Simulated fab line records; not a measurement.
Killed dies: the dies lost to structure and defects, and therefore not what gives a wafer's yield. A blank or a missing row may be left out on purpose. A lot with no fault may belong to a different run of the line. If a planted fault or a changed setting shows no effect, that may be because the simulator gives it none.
Comparing a struck lot with a sound one    flow rit cmos    17 out of 202 route steps
Sound: these wafers, L139.3, L139.4, L139.5. Struck: wafers L148.2, L148.3, L148.4. The cause comes at the end.
Each step with rows lists, per side, the tool, then ch with its chambers, then its first start. Under that, the readings that differ: sound wafers    struck wafers    difference of the means    sigmas: that difference in standard deviations of wafers without a fault.
alike: readings with means less than 2 such deviations apart, plus words and numbers identical on both sides. not compared: withheld readings, readings lacking a value on some wafer, bounds such as >300 that could conceal the same value, and numbers that have no deviation in the record and whose values overlap.
Wherever a step has rows on one side only, a row that says differs or no value, or a row with sigmas, the two part there. Numbers that have no deviation but don't overlap get no sigmas and don't part them. A reading that every wafer of one side lacks parts them only if that side has two wafers or more.

first, 1 step without rows for these wafers: RIT_PSD_IMPLANT_08.
RIT_PSD_STRIP_09: strips in O2, time 180 s.
  sound on plasma asher-02 ch 0,1, day 3 14:29; struck on plasma asher-02 ch 0,1, day 5 04:55
  alike: drypump motor current A
  not compared: rf hours counter h
RIT_PSD_TW_MEAS_10:
  sound on film metro-01 at day 3 14:38; struck on film metro-01 at day 5 05:07
  alike: PSD_TW
then, 3 steps without rows for these wafers: RIT_SDANNEAL_CLEAN_00 (cleans in SC1, time 600 s); RIT_SDANNEAL_CLEAN_01 (cleans in dHF, time 30 s); RIT_SDANNEAL_CLEAN_02 (cleans in SC2, time 600 s).
RIT_SDANNEAL_RTA_03: time 5 s.
  sound on rtp anneal-02 ch 0, day 3 15:05; struck on rtp anneal-02 ch 0, day 5 05:33
  alike: wafer_temp_C_max
RIT_SDANNEAL_RS_MEAS_04: a four-point-probe measurement.
  sound on film metro-02 at day 3 15:10; struck on film metro-02 at day 5 05:37
  alike: PSD_RS
RIT_SDANNEAL_RS_MEAS_05: a four-point-probe measurement.
  sound on film metro-02 at day 3 15:17; struck on film metro-02 at day 5 05:44
reading          sound              struck             difference  sigmas
NSD_RS (ohm/sq)  84.46 84.05 83.98  84.82 85.15 84.92  +0.80       +3
RIT_SDANNEAL_RS_MEAS_06: a four-point-probe measurement.
  sound on film metro-02 at day 3 15:24; struck on film metro-02 at day 5 05:52
  alike: PLDD_RS
RIT_SDANNEAL_RS_MEAS_07: a four-point-probe measurement.
  sound on film metro-02 at day 3 15:31; struck on film metro-02 at day 5 05:59
reading           sound              struck             difference  sigmas
NLDD_RS (ohm/sq)  150.5 150.3 150.0  152.0 152.0 151.9  +1.7        +3
then, 1 step without rows for these wafers: RIT_SILICIDE_WET_ETCH_00 (etches SiO2 in BOE, target depth 14 nm, time 15 s).
RIT_SILICIDE_SPUTTER_01: material Ti, target thk 30 nm, time 240 s.
  sound on pvd sputter-02 at day 3 15:37; struck on pvd sputter-01 at day 5 06:05
reading                                      sound              struck             difference  sigmas
model.Ti_of_SILICIDE_SPUTTER_01.thk nm (nm)  30.33 30.26 30.11  53.54 53.27 53.74  +23.28      
  alike: throttle valve pct
RIT_SILICIDE_RS_MEAS_02: a four-point-probe measurement.
  sound on film metro-03 at day 3 15:48; struck on film metro-03 at day 5 06:16
reading                  sound           struck          difference  sigmas
SILICIDE_TI_RS (ohm/sq)  47.3 47.4 47.7  23.5 23.6 23.4  -24.0       -32
RIT_SILICIDE_THK_MEAS_03: measures by xrf.
  sound on film metro-03 at day 3 15:54; struck on film metro-03 at day 5 06:22
reading               sound           struck          difference  sigmas
SILICIDE_TI_THK (nm)  30.3 30.3 30.1  53.2 52.7 53.3  +22.8       +51
RIT_SILICIDE_RTA_04: time 10 s, ramp up 5 s, ramp down 5 s.
  sound on rtp anneal-02 ch 0, day 3 15:58; struck on rtp anneal-01 ch 0, day 5 06:26
reading           sound              struck             difference  sigmas
wafer_temp_C_max  655.1 657.8 655.3  653.6 652.1 652.4  -3.4        -2
RIT_M1_PROBE_99:
  sound on prober-02 at day 3 22:58; struck on prober-01 at day 5 13:20
reading                               sound              struck             difference  sigmas
killed_at_M0_to_M3                    0 0 0              0 2 0              +1          +3
model.etest.nmos_0p3.r on ohm um      2121 2121 2081     2286 2326 2301     +197        
model.etest.nmos_0p15.r on ohm um     1106 1088 1074     1239 1275 1242     +163        
model.etest.contact pplus.end ohm um  43.69 43.03 41.74  73.86 72.25 73.23  +30.29      
model.etest.contact nplus.end ohm um  42.14 40.72 41.29  69.7 70.31 69.63   +28.5       
model.etest.npoly line.line ohm um    166.7 165.4 171    139.9 137.6 136.7  -29.6       
model.etest.ppoly line.line ohm um    159.7 155.9 163.3  135.7 134.1 131.4  -25.9       
model.etest.ppoly line.width nm (nm)  102.5 102.9 101    94.64 94.26 94.62  -7.63       
model.etest.npoly line.width nm (nm)  101 102 100.3      93.66 93.43 94.34  -7.29       
  alike: killed at contacts, killed at front end, killed dies, killed open, killed short

== WHERE THEY PART ==
Last at RIT_M1_PROBE_99 as far as this record goes, first at RIT_SDANNEAL_RS_MEAS_05.

WHY: what had been put in by the simulator
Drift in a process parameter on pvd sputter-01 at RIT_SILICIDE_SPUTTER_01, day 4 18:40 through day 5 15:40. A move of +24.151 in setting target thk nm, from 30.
